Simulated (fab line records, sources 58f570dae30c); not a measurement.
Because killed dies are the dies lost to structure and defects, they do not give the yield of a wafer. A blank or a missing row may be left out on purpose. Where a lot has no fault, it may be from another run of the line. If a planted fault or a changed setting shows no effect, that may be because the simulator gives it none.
Lot-split experiment -- flow berkeley cmos170 -- route with 331 steps; 5 lots, 23 wafers read

## THE SPLIT
At UCB170_PSD_EXPOSE_03 (exposes mask PSELECT MOD, target cd 1200 nm), the setting dose mj was moved away from the recipe's 30 on 7 of the 23 wafers read, by -5.5% to +5.9%. This setting was run at the recipe's value on the other wafers.

## FROM THE SPLIT TO THE READING: what the file shows between them, 2 steps
- UCB170_PSD_PEB_04
- UCB170_PSD_DEVELOP_05: develop time 45 s

## THE READING
Shown in nm: cd nm at UCB170_PSD_CD_MEAS_06, with target cd 1200 nm. Typical for fault-free wafers on this fab line: 1200.3 nm, with standard deviation 1.5 nm.

wafer,"tool, chamber at the split",dose mj as run,against the recipe,"cd nm, nm",against lot-mates on the recipe
L074.2,"krf scanner-01, 0",30,recipe,1200.3,-
L074.4,"krf scanner-01, 0",30,recipe,1201.1,-
L074.5,"krf scanner-01, 0",30,recipe,1199.9,-
L077.1,"krf scanner-01, 0",30,recipe,1200.5,-
L077.2,"krf scanner-01, 0",31.77,+5.9%,1210.4,+9.5
L077.3,"krf scanner-01, 0",31.77,+5.9%,1210.4,+9.5
L077.5,"krf scanner-01, 0",30,recipe,1201.0,-
L077.6,"krf scanner-01, 0",30,recipe,1201.3,-
L081.1,"krf scanner-01, 0",28.34,-5.5%,1189.4,-8.9
L081.2,"krf scanner-01, 0",28.34,-5.5%,1190.1,-8.2
L081.4,"krf scanner-01, 0",30,recipe,1198.6,-
L081.5,"krf scanner-01, 0",28.34,-5.5%,1187.8,-10.5
L081.6,"krf scanner-01, 0",30,recipe,1198.1,-
L084.1,"krf scanner-02, 0",30,recipe,1199.8,-
L084.2,"krf scanner-02, 0",28.49,-5.0%,1190.3,-9.9
L084.4,"krf scanner-02, 0",28.49,-5.0%,1189.0,-11.2
L084.5,"krf scanner-02, 0",30,recipe,1200.5,-
L084.6,"krf scanner-02, 0",30,recipe,1200.2,-
L085.1,"krf scanner-02, 0",30,recipe,1201.1,-
L085.2,"krf scanner-02, 0",30,recipe,1200.8,-
L085.4,"krf scanner-02, 0",30,recipe,1201.1,-
L085.5,"krf scanner-02, 0",30,recipe,1201.9,-
L085.6,"krf scanner-02, 0",30,recipe,1202.2,-

THE FIT
A straight line over all 23 wafers: cd nm changes by +1.94 nm for each +1% of dose mj; r = +0.98; the points scatter about the line by 1.1 nm.
The same after taking each lot's own level away (the mean of its wafers on the recipe; 23 wafers): +1.74 nm for each +1%; r = +0.99; scatter 0.81 nm.
According to that fit, moving dose mj by its largest amount changes the reading by 10 nm.
The span of the lots' own levels, 1198.35 to 1201.42 nm, comes to 2.0 times the standard deviation stated above.
So the lot-to-lot level changes the slope: the two fits differ.
Check: +10.3 nm against its lot-mates is what the line predicts for one of the wafers moved furthest among these (+5.9%) when that wafer is left out of the fit. It came out at +9.47 nm against them.

## FILE'S OWN FIT
cd nm changes by +1.76 nm for each +1% of dose mj, r = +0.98.
